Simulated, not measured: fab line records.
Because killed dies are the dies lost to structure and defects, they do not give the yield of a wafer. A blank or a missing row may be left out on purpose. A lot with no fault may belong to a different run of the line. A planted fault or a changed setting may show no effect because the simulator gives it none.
fab line records	flow berkeley-cmos170
[record] lots = 6	wafers = 18	last-day = 13
route steps=331 shown SDANNEAL@205 PSD@206 NSD@207 PLDD@208 NLDD@209 SILICIDE@210 CONTACT@216
lots that met no fault: from a run of the same line without faults
start-h: hours from the record's opening day to when the first of the lot's shown wafers began	wait-h: hours from the lot's prior step to this one	" identical to the entry in the row above	L1.1+2: a single row standing in for several wafers	- no value present, or no start provided	* or withheld: withheld	< > ~ a bound
route shown NAME@n: a module of which the file shows steps, and the number in the route of the first	usual: mean/standard deviation taken from wafers without a fault	same: alike in all rows	chamber/n: place in a boat	sites: per-site readings	_std_site: standard deviation across them	_edge_site: mean of outer sites minus mean of inner sites	radius-mm: for every site, how far away it sits from the centre of the wafer	mask NAME#n: copy n	behind: the most recent tool/chamber to have shaped the wafer	hold: why the lot was held/for how many hours/how that ended	device: whichever transistor did not switch (one of n, p or np)	end of line: at the end of the route, the tests of the same wafers	step lacking rows: just its recipe	killed: not the wafer's yield, but the dies lost to structure and defects at the first sort	map: a wafer's dies, x killed, . not, _ none there
set.NAME: the setting the step ran with; set.NAME@STEP: the setting that earlier step ran with	model.NAME: the simulator's own value behind a step, which no gauge read
a table for each step, a row for each wafer; lots at some steps of the route
services: when a tool's chamber went out of use (start-h, in hours from the record's first day, below 0 if earlier), for how many hours, and the reason
[[steps]]
[step UCB170_SDANNEAL_RTA_01]
[recipe] temp-c = 1050	time-s = 5	ambient = N2
[step UCB170_SDANNEAL_RS_MEAS_02]
[recipe] thk-meas-gauge = four-point-probe
[usual] PSD_RS = 75.6/0.33
lot.wafer	tool	chamber	start-h	wait-h	PSD_RS[ohm/sq]
L454.1	film-metro-02	-	193.40	0.0	75.6
L454.4	"	-	"	"	75.6
L454.6	"	-	"	"	75.6
L456.3	film-metro-02	-	193.98	0.3	76.0
L456.4	"	-	"	"	75.9
L456.6	"	-	"	"	75.6
L461.2	film-metro-02	-	212.24	0.1	75.6
L461.3	"	-	"	"	76.0
L461.6	"	-	"	"	76.1
L471.1	film-metro-02	-	284.88	0.0	75.6
L471.4	"	-	"	"	76.2
L471.5	"	-	"	"	75.9
L472.1	film-metro-01	-	290.28	0.0	75.8
L472.3	"	-	"	"	75.6
L472.6	"	-	"	"	75.7
L474.1	film-metro-03	-	301.90	0.0	75.7
L474.4	"	-	"	"	75.7
L474.5	"	-	"	"	75.9
[step UCB170_SDANNEAL_RS_MEAS_03]
[recipe] thk-meas-gauge = four-point-probe
[usual] NSD_RS = 37.27/0.093
lot.wafer	tool	chamber	start-h	wait-h	NSD_RS[ohm/sq]
L454.1	film-metro-02	-	193.52	0.1	37.41
L454.4	"	-	"	"	37.49
L454.6	"	-	"	"	37.36
L456.3	film-metro-02	-	194.10	0.1	37.31
L456.4	"	-	"	"	37.11
L456.6	"	-	"	"	37.19
L461.2	film-metro-02	-	212.36	0.1	37.38
L461.3	"	-	"	"	37.41
L461.6	"	-	"	"	37.32
L471.1	film-metro-02	-	285.00	0.1	37.42
L471.4	"	-	"	"	37.44
L471.5	"	-	"	"	37.37
L472.1	film-metro-01	-	290.40	0.1	37.40
L472.3	"	-	"	"	37.39
L472.6	"	-	"	"	37.33
L474.1	film-metro-03	-	302.02	0.1	37.21
L474.4	"	-	"	"	37.21
L474.5	"	-	"	"	37.20
[step UCB170_SDANNEAL_RS_MEAS_04]
[recipe] thk-meas-gauge = four-point-probe
[usual] PLDD_RS = 1031/3.1
lot.wafer	tool	chamber	start-h	wait-h	PLDD_RS[ohm/sq]
L454.1	film-metro-02	-	193.64	0.1	1031
L454.4	"	-	"	"	1035
L454.6	"	-	"	"	1027
L456.3	film-metro-02	-	194.22	0.1	1035
L456.4	"	-	"	"	1036
L456.6	"	-	"	"	1037
L461.2	film-metro-02	-	212.48	0.1	1038
L461.3	"	-	"	"	1038
L461.6	"	-	"	"	1037
L471.1	film-metro-02	-	285.12	0.1	1029
L471.4	"	-	"	"	1031
L471.5	"	-	"	"	1030
L472.1	film-metro-01	-	290.52	0.1	1029
L472.3	"	-	"	"	1026
L472.6	"	-	"	"	1028
L474.1	film-metro-03	-	302.14	0.1	1029
L474.4	"	-	"	"	1031
L474.5	"	-	"	"	1028
[step UCB170_SDANNEAL_RS_MEAS_05]
[recipe] thk-meas-gauge = four-point-probe
[usual] NLDD_RS = 616.8/1.3
lot.wafer	tool	chamber	start-h	wait-h	NLDD_RS[ohm/sq]
L454.1	film-metro-02	-	193.76	0.1	618.7
L454.4	"	-	"	"	617.8
L454.6	"	-	"	"	618.2
L456.3	film-metro-02	-	194.34	0.1	618.0
L456.4	"	-	"	"	617.5
L456.6	"	-	"	"	618.8
L461.2	film-metro-02	-	212.60	0.1	617.2
L461.3	"	-	"	"	616.0
L461.6	"	-	"	"	617.5
L471.1	film-metro-02	-	285.24	0.1	617.5
L471.4	"	-	"	"	616.8
L471.5	"	-	"	"	618.5
L472.1	film-metro-01	-	290.64	0.1	615.7
L472.3	"	-	"	"	615.8
L472.6	"	-	"	"	615.4
L474.1	film-metro-03	-	302.26	0.1	615.8
L474.4	"	-	"	"	616.4
L474.5	"	-	"	"	616.9
[step UCB170_SILICIDE_PRE_CLEAN_00]
[recipe] gas = Ar	preclean-etch-time-s = 60
[step UCB170_SILICIDE_SPUTTER_01]
[recipe] material = Ti	target-thk-nm = 30	time-s = 25	power-w = 1500	chamber-pressure-pa = 0.5
[step UCB170_SILICIDE_RS_MEAS_02]
[recipe] thk-meas-gauge = four-point-probe	reads = Ti_of_SILICIDE_SPUTTER_01
[usual] SILICIDE_TI_RS = 26.1/0.41
lot.wafer	tool	chamber	start-h	wait-h	SILICIDE_TI_RS[ohm/sq]
L454.1	film-metro-04	-	193.97	0.0	26.6
L454.4	"	-	"	"	26.9
L454.6	"	-	"	"	26.6
L456.3	film-metro-04	-	194.55	0.1	25.9
L456.4	"	-	"	"	26.0
L456.6	"	-	"	"	26.0
L461.2	film-metro-02	-	212.81	0.0	26.0
L461.3	"	-	"	"	26.4
L461.6	"	-	"	"	26.4
L471.1	film-metro-04	-	285.45	0.0	25.6
L471.4	"	-	"	"	25.5
L471.5	"	-	"	"	25.4
L472.1	film-metro-03	-	290.86	0.0	25.6
L472.3	"	-	"	"	25.7
L472.6	"	-	"	"	25.7
L474.1	film-metro-02	-	302.48	0.0	25.4
L474.4	"	-	"	"	25.8
L474.5	"	-	"	"	25.7
[step UCB170_SILICIDE_THK_MEAS_03]
[recipe] thk-meas-gauge = xrf	reads = Ti_of_SILICIDE_SPUTTER_01
[usual] SILICIDE_TI_THK = 29.5/0.45
lot.wafer	tool	chamber	start-h	wait-h	SILICIDE_TI_THK[nm]
L454.1	film-metro-04	-	194.09	0.1	29.1
L454.4	"	-	"	"	28.7
L454.6	"	-	"	"	28.9
L456.3	film-metro-04	-	194.65	0.1	29.6
L456.4	"	-	"	"	29.6
L456.6	"	-	"	"	29.6
L461.2	film-metro-02	-	212.92	0.1	29.4
L461.3	"	-	"	"	29.0
L461.6	"	-	"	"	29.2
L471.1	film-metro-04	-	285.57	0.1	30.0
L471.4	"	-	"	"	30.3
L471.5	"	-	"	"	30.3
L472.1	film-metro-03	-	290.98	0.1	30.1
L472.3	"	-	"	"	30.0
L472.6	"	-	"	"	30.1
L474.1	film-metro-02	-	302.60	0.1	30.2
L474.4	"	-	"	"	29.9
L474.5	"	-	"	"	29.9
[step UCB170_SILICIDE_RTA_04]
[recipe] temp-c = 650	time-s = 15	ambient = N2
[usual] chamber-o2-ppm = 2.000/0.018	lamp-power-pct = 10.5/0.93	wafer_temp_C_max = 652.6/0.65
lot.wafer	tool	chamber	start-h	wait-h	chamber-o2-ppm	lamp-power-pct	wafer_temp_C_max
L454.1	rtp-anneal-01	0	194.15	0.1	1.984	9.7	652.9
L454.4	"	0	"	"	1.953	9.7	652.1
L454.6	"	0	"	"	1.969	9.7	652.1
L456.3	rtp-anneal-01	0	194.72	0.1	2.025	9.7	652.7
L456.4	"	0	"	"	1.998	9.7	652.4
L456.6	"	0	"	"	2.016	9.7	652.3
L461.2	rtp-anneal-02	0	212.99	0.1	2.007	11.5	652.5
L461.3	"	0	"	"	2.000	11.5	653.2
L461.6	"	0	"	"	2.019	11.5	652.1
L471.1	rtp-anneal-01	0	285.63	0.1	1.999	9.6	652.2
L471.4	"	0	"	"	2.000	9.7	652.3
L471.5	"	0	"	"	1.991	9.7	652.0
L472.1	rtp-anneal-02	0	291.04	0.1	2.002	11.5	652.2
L472.3	"	0	"	"	1.991	11.5	651.6
L472.6	"	0	"	"	1.998	11.5	652.7
L474.1	rtp-anneal-02	0	302.66	0.1	2.007	11.5	652.1
L474.4	"	0	"	"	1.985	11.5	652.6
L474.5	"	0	"	"	1.994	11.5	652.2
[step UCB170_SILICIDE_WET_ETCH_05]
[recipe] chemistry = SPM	time-s = 45	temp-c = 120	target = Ti
[step UCB170_CONTACT_CLEAN_00]
[recipe] chemistry = SPM	temp-c = 120	time-s = 600
[step UCB170_CONTACT_CVD_01]
[recipe] material = PSG	target-thk-nm = 700	temp-c = 450	precursor = SiH4/O2/PH3	time-s = 2820	pressure-mtorr = 300	sih4-flow-sccm = 60	o2-flow-sccm = 90	ph3-flow-sccm = 25
lot.wafer	tool	chamber	start-h	wait-h	model.PSG_of_CONTACT_CVD_01.thk-nm
L454.1	lpcvd-01	1	194.65	0.0	700
L454.4	"	1	"	"	704
L454.6	"	1	"	"	696.5
L456.3	lpcvd-02	1	196.37	1.4	704.1
L456.4	"	1	"	"	706.5
L456.6	"	1	"	"	711.5
L461.2	lpcvd-01	1	213.61	0.2	701.8
L461.3	"	1	"	"	693.6
L461.6	"	1	"	"	694
L471.1	lpcvd-01	0	285.91	0.0	882.8
L471.4	"	0	"	"	875.2
L471.5	"	0	"	"	884.5
L472.1	lpcvd-01	0	291.31	0.0	880.6
L472.3	"	0	"	"	877.8
L472.6	"	0	"	"	879.4
L474.1	lpcvd-02	0	302.95	0.0	697.1
L474.4	"	0	"	"	700.4
L474.5	"	0	"	"	702.2
[step UCB170_CONTACT_THK_MEAS_02]
[recipe] reads = PSG_of_CONTACT_CVD_01
[usual] CONTACT_PSG_THK = 698/5.9
lot.wafer	tool	chamber	start-h	wait-h	CONTACT_PSG_THK[nm]
L454.1	film-metro-03	-	196.43	0.0	701
L454.4	"	-	"	"	703
L454.6	"	-	"	"	697
L456.3	film-metro-03	-	198.17	0.0	704
L456.4	"	-	"	"	706
L456.6	"	-	"	"	712
L461.2	film-metro-01	-	215.40	0.0	702
L461.3	"	-	"	"	694
L461.6	"	-	"	"	694
L471.1	film-metro-04	-	287.69	0.0	883
L471.4	"	-	"	"	875
L471.5	"	-	"	"	884
L472.1	film-metro-04	-	293.09	0.0	881
L472.3	"	-	"	"	877
L472.6	"	-	"	"	880
L474.1	film-metro-04	-	304.73	0.0	698
L474.4	"	-	"	"	701
L474.5	"	-	"	"	702
[step UCB170_CONTACT_HMDS_03]
[recipe] prime-time-s = 60	prime-temp-c = 100
[step UCB170_CONTACT_COAT_04]
[recipe] resist = KrF	spin-rpm = 1500	resist-thk-nm = 900
[step UCB170_CONTACT_SOFTBAKE_05]
[recipe] resist = KrF	temp-c = 130	time-s = 60
[step UCB170_CONTACT_STRIP_06]
[recipe] chemistry = O2	power-w = 400	pressure-mtorr = 3500	platen-temp-c = withheld	o2-flow-sccm = 400	overash-fraction = 0.5
[usual] drypump-motor-current-A = 5.9/0.41	oes-product-au = 0.734/0.0043	strip-time-to-endpoint-s = 21.95/0.063
lot.wafer	tool	chamber	start-h	wait-h	drypump-motor-current-A	oes-product-au	rf-hours-counter-h	strip-time-to-endpoint-s
L454.1	plasma-asher-01	0	197.49	0.1	6.2	0.730	47	21.98
L454.4	"	0	"	"	6.2	0.736	-	21.93
L454.6	"	1	"	"	6.4	0.732	-	21.93
L456.3	plasma-asher-02	0	198.94	0.1	6.3	0.737	-	21.91
L456.4	"	1	"	"	5.8	0.736	-	22.03
L456.6	"	0	"	"	6.2	0.741	-	21.99
L461.2	plasma-asher-04	0	216.27	0.1	5.6	0.733	45	22.00
L461.3	"	0	"	"	5.7	0.741	-	21.96
L461.6	"	1	"	"	5.3	0.732	-	21.94
L471.1	plasma-asher-02	0	288.20	0.1	6.3	0.738	51	22.02
L471.4	"	1	"	"	5.8	0.734	-	22.04
L471.5	"	1	"	"	5.8	0.734	-	22.07
L472.1	plasma-asher-04	0	293.60	0.1	5.7	0.734	51	21.96
L472.3	"	0	"	"	5.6	0.730	-	21.97
L472.6	"	0	"	"	5.7	0.729	-	21.90
L474.1	plasma-asher-01	1	305.37	0.1	6.4	0.739	57	21.98
L474.4	"	1	"	"	6.4	0.736	-	22.03
L474.5	"	1	"	"	6.4	0.741	-	22.02
[step UCB170_CONTACT_CLEAN_07]
[recipe] chemistry = SPM	temp-c = 120	time-s = 600
[step UCB170_CONTACT_RTA_08]
[recipe] temp-c = 900	time-s = 10	ambient = N2
[usual] chamber-o2-ppm = 1.999/0.021	lamp-power-pct = 24.7/2.2	wafer_temp_C_max = 903.6/0.73
lot.wafer	tool	chamber	start-h	wait-h	chamber-o2-ppm	lamp-power-pct	wafer_temp_C_max
L454.1	rtp-anneal-01	0	197.94	0.0	2.021	22.5	902.8
L454.4	"	0	"	"	1.980	22.5	904.3
L454.6	"	0	"	"	2.021	22.5	903.0
L456.3	rtp-anneal-01	0	199.21	0.0	1.984	22.5	903.4
L456.4	"	0	"	"	1.955	22.5	903.8
L456.6	"	0	"	"	2.027	22.5	903.7
L461.2	rtp-anneal-02	0	216.59	0.0	1.991	26.9	902.9
L461.3	"	0	"	"	2.022	26.9	903.2
L461.6	"	0	"	"	2.013	26.9	902.7
L471.1	rtp-anneal-01	0	288.49	0.0	2.017	22.5	902.9
L471.4	"	0	"	"	2.020	22.5	903.5
L471.5	"	0	"	"	2.027	22.6	902.6
L472.1	rtp-anneal-01	0	293.89	0.0	2.009	22.5	903.0
L472.3	"	0	"	"	1.988	22.5	903.9
L472.6	"	0	"	"	2.014	22.5	904.2
L474.1	rtp-anneal-02	0	306.72	0.0	2.009	26.9	903.8
L474.4	"	0	"	"	1.994	26.9	905.0
L474.5	"	0	"	"	1.990	26.9	904.1
[step UCB170_CONTACT_COAT_09]
[recipe] resist = BARC	temp-c = withheld	time-s = withheld	spin-rpm = 3000	resist-thk-nm = withheld
[step UCB170_CONTACT_COAT_10]
[recipe] resist = KrF	spin-rpm = 1500	resist-thk-nm = 900
[step UCB170_CONTACT_SOFTBAKE_11]
[recipe] resist = KrF	temp-c = 130	time-s = 60
[step UCB170_CONTACT_EXPOSE_12]
[recipe] mask-id = CONT	target-cd-nm = 700	na = 0.5	sigma-outer = 0.6	source-shape = conventional	dose-mj = 35
[step UCB170_CONTACT_PEB_13]
[recipe] peb-temp-c = 130	peb-time-s = withheld	resist = KrF
[step UCB170_CONTACT_DEVELOP_14]
[recipe] developer = TMAH	develop-time-s = 45	resist = KrF	dev-temp-c = 21
[step UCB170_CONTACT_CD_MEAS_15]
[recipe] target-cd-nm = 700
[usual] cd-nm = 700.1/1.3
lot.wafer	tool	chamber	start-h	wait-h	cd-nm
L454.1	cd-sem-02	-	199.64	-	697.6
L454.4	"	-	"	"	698.0
L454.6	"	-	"	"	696.9
L456.3	cd-sem-01	-	200.78	-	699.2
L456.4	"	-	"	"	700.3
L456.6	"	-	"	"	699.4
L461.2	cd-sem-02	-	217.63	-	700.8
L461.3	"	-	"	"	702.0
L461.6	"	-	"	"	700.7
L471.1	cd-sem-01	-	289.73	-	701.3
L471.4	"	-	"	"	701.1
L471.5	"	-	"	"	700.2
L472.1	cd-sem-01	-	294.88	-	699.4
L472.3	"	-	"	"	699.1
L472.6	"	-	"	"	699.4
L474.1	cd-sem-02	-	308.29	-	698.9
L474.4	"	-	"	"	700.1
L474.5	"	-	"	"	700.1
[step UCB170_CONTACT_OVL_MEAS_16]
[usual] CONTACT_OVL = 3/5.8
lot.wafer	tool	chamber	start-h	wait-h	CONTACT_OVL[nm]
L454.1	overlay-02	-	199.76	0.1	13
L454.4	"	-	"	"	-1
L454.6	"	-	"	"	3
L456.3	overlay-02	-	200.87	0.1	1
L456.4	"	-	"	"	8
L456.6	"	-	"	"	7
L461.2	overlay-02	-	217.74	0.1	2
L461.3	"	-	"	"	4
L461.6	"	-	"	"	9
L471.1	overlay-01	-	289.85	0.1	4
L471.4	"	-	"	"	2
L471.5	"	-	"	"	4
L472.1	overlay-01	-	295.00	0.1	-2
L472.3	"	-	"	"	-1
L472.6	"	-	"	"	0
L474.1	overlay-01	-	308.41	0.1	-10
L474.4	"	-	"	"	3
L474.5	"	-	"	"	-4
[step UCB170_CONTACT_ETCH_17]
[recipe] chemistry = N2/H2	target-depth-a = withheld	overetch-a = withheld	target = BARC	time-s = withheld	source-w = 500	bias-w = 100	pressure-mtorr = 30	n2-flow-sccm = 100	h2-flow-sccm = 200
[usual] drypump-motor-current-A = 5.8/0.47	oes-product-au = 1.001/0.024	throttle-valve-pct = 13.27/0.18
lot.wafer	tool	chamber	start-h	wait-h	drypump-motor-current-A	oes-product-au	throttle-valve-pct
L454.1	rie-diel-02	0	199.79	0.0	5.6	0.962	12.95
L454.4	"	3	"	"	5.7	1.000	13.17
L454.6	"	0	"	"	5.6	0.963	12.96
L456.3	rie-diel-03	2	200.89	0.0	5.5	1.014	13.46
L456.4	"	0	"	"	6.1	1.021	13.15
L456.6	"	3	"	"	6.8	0.970	13.31
L461.2	rie-diel-03	3	217.77	0.0	6.8	0.960	13.30
L461.3	"	1	"	"	5.1	0.962	13.36
L461.6	"	1	"	"	5.1	0.965	13.37
L471.1	rie-diel-03	2	289.89	0.0	5.6	1.040	13.54
L471.4	"	1	"	"	5.2	0.968	13.37
L471.5	"	3	"	"	6.8	0.972	13.30
L472.1	rie-diel-02	0	295.04	0.0	5.6	0.976	12.95
L472.3	"	3	"	"	5.7	0.995	13.17
L472.6	"	2	"	"	5.3	0.976	13.49
L474.1	rie-diel-03	2	308.44	0.0	5.6	1.029	13.53
L474.4	"	0	"	"	6.1	1.011	13.15
L474.5	"	3	"	"	6.8	0.978	13.29
[step UCB170_CONTACT_ETCH_18]
[recipe] chemistry = CHF3/CF4/Ar	target = PSG	stop-on = TiSi2	CHF3_flow_sccm = 45	cf4-flow-sccm = 15	Ar_flow_sccm = 150	pressure-mtorr = 200	rf-w = 700	target-depth-a = 8400	over-etch-frac = 0.2	time-s = 195
[usual] drypump-motor-current-A = 5.8/0.47	oes-product-au = 0.895/0.013	throttle-valve-pct = 6.91/0.14
lot.wafer	tool	chamber	start-h	wait-h	drypump-motor-current-A	oes-product-au	rf-hours-counter-h	throttle-valve-pct	model.CONTACT.feature-depth-nm	model.etch.depth-nm
L454.1	rie-diel-02	0	-	-	5.6	0.887	17	6.62	700	700
L454.4	"	3	"	"	5.7	0.882	26	6.82	704	704
L454.6	"	0	"	"	5.6	0.889	-	6.62	696.5	696.5
L456.3	rie-diel-03	2	-	-	5.6	0.916	137	7.05	704.1	704.1
L456.4	"	0	"	"	6.1	0.899	83	6.95	706.5	706.5
L456.6	"	3	"	"	6.8	0.904	-	6.85	711.5	711.5
L461.2	rie-diel-03	3	-	-	6.8	0.894	38	6.84	701.8	701.8
L461.3	"	1	"	"	5.1	0.882	20	6.97	693.6	693.6
L461.6	"	1	"	"	5.1	0.878	-	6.97	694	694
L471.1	rie-diel-03	2	-	-	5.6	1.023	1	7.06	862	862
L471.4	"	1	"	"	5.2	0.973	22	6.95	826.8	826.8
L471.5	"	3	"	"	6.8	0.979	-	6.85	817.4	817.4
L472.1	rie-diel-02	0	-	-	5.6	0.993	21	6.62	850	850
L472.3	"	3	"	"	5.7	0.992	30	6.82	845.3	845.3
L472.6	"	2	"	"	5.4	0.987	-	7.10	834	834
L474.1	rie-diel-03	2	-	-	5.6	0.901	2	7.07	697.1	697.1
L474.4	"	0	"	"	6.1	0.890	87	6.96	700.4	700.4
L474.5	"	3	"	"	6.8	0.886	-	6.86	702.2	702.2
[step UCB170_CONTACT_STRIP_19]
[recipe] chemistry = O2	power-w = 400	pressure-mtorr = 3500	platen-temp-c = withheld	o2-flow-sccm = 400	overash-fraction = 0.5
[usual] drypump-motor-current-A = 6.0/0.39	oes-product-au = 0.726/0.0042
lot.wafer	tool	chamber	start-h	wait-h	drypump-motor-current-A	oes-product-au	rf-hours-counter-h
L454.1	plasma-asher-02	1	199.96	-	5.8	0.725	44
L454.4	"	0	"	"	6.3	0.728	-
L454.6	"	1	"	"	5.8	0.736	-
L456.3	plasma-asher-04	0	201.09	-	5.7	0.719	-
L456.4	"	1	"	"	5.2	0.723	-
L456.6	"	0	"	"	5.7	0.732	-
L461.2	plasma-asher-04	0	217.93	-	5.6	0.723	45
L461.3	"	1	"	"	5.3	0.721	-
L461.6	"	1	"	"	5.2	0.725	-
L471.1	plasma-asher-01	1	290.05	-	6.4	0.729	56
L471.4	"	0	"	"	6.2	0.730	-
L471.5	"	1	"	"	6.4	0.722	-
L472.1	plasma-asher-01	0	295.21	-	6.2	0.725	56
L472.3	"	1	"	"	6.4	0.723	-
L472.6	"	0	"	"	6.2	0.732	-
L474.1	plasma-asher-01	1	308.61	-	6.4	0.730	57
L474.4	"	0	"	"	6.2	0.725	-
L474.5	"	1	"	"	6.4	0.720	-
[[services]]
tool	chamber	start-h	hours	kind
rie-diel-02	1	175.15	5.8	repair
rtp-anneal-01	-	180.96	5.7	pm
rie-diel-02	2	205.54	-	clean
rie-diel-02	2	205.54	23.8	scheduled-down
rie-diel-02	2	205.54	23.8	vent-cycle
lpcvd-01	-	222.79	2.8	pm
rie-diel-03	2	244.95	-	clean
rie-diel-03	2	244.95	14.3	scheduled-down
rie-diel-03	2	244.95	14.3	vent-cycle
plasma-asher-02	-	256.94	2.7	repair
rie-diel-02	1	259.21	-	clean
rie-diel-02	1	259.21	18.3	scheduled-down
rie-diel-02	1	259.21	18.3	vent-cycle
rie-diel-02	-	267.07	2.8	pm
rie-diel-03	0	267.77	7.1	repair
lpcvd-02	-	271.57	4.3	pm
rie-diel-02	1	277.53	6.1	repair
[[key]]
[first-sign] step = UCB170_CONTACT_THK_MEAS_02	reading = CONTACT_PSG_THK	direction = up	sigmas = 31	usual = 698	struck = 880
[effect] step = UCB170_CONTACT_ETCH_18	reading = oes-product-au	direction = up	sigmas = 7.6	usual = 0.895	struck = 0.991
[model-effect] step = UCB170_CONTACT_CVD_01	value = PSG_of_CONTACT_CVD_01.thk-nm	without = 705.1	struck = 880.1
[model-effect] step = UCB170_CONTACT_ETCH_18	value = CONTACT.feature-depth-nm	without = 705.1	struck = 839.3
met-at UCB170_CONTACT_CVD_01
struck-wafers L471.1,L471.4,L471.5,L472.1,L472.3,L472.6
later-rows-left-out L471.1,L471.4,L471.5,L472.1,L472.3,L472.6
sort-left-out L471.1,L471.4,L471.5,L472.1,L472.3,L472.6
tester-left-out L471,L472
[fault] kind = process-parameter-drift	tool = lpcvd-01	chamber = 0	onset-h = 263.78	steps = UCB170_CONTACT_CVD_01	channel = target-thk-nm	offset = 175	shape = step	end-h = 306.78	acts-in = these-recipes-only	stated = 700
// tester-left-out: of these lots the tester's yield and bins aren't shown, on N5 and GAA mostly nor the transistor test; their killed dies are dies lost to structure and defects alone, not to doping, threshold or leakage, so they don't give the yield
// sort-left-out: the simulated sort isn't trusted on such a fault, so these wafers' sort isn't shown, and their yield isn't known
// later-rows-left-out: the simulator's readings of these wafers behind a module that went badly wrong aren't trusted and aren't shown, but for the sort
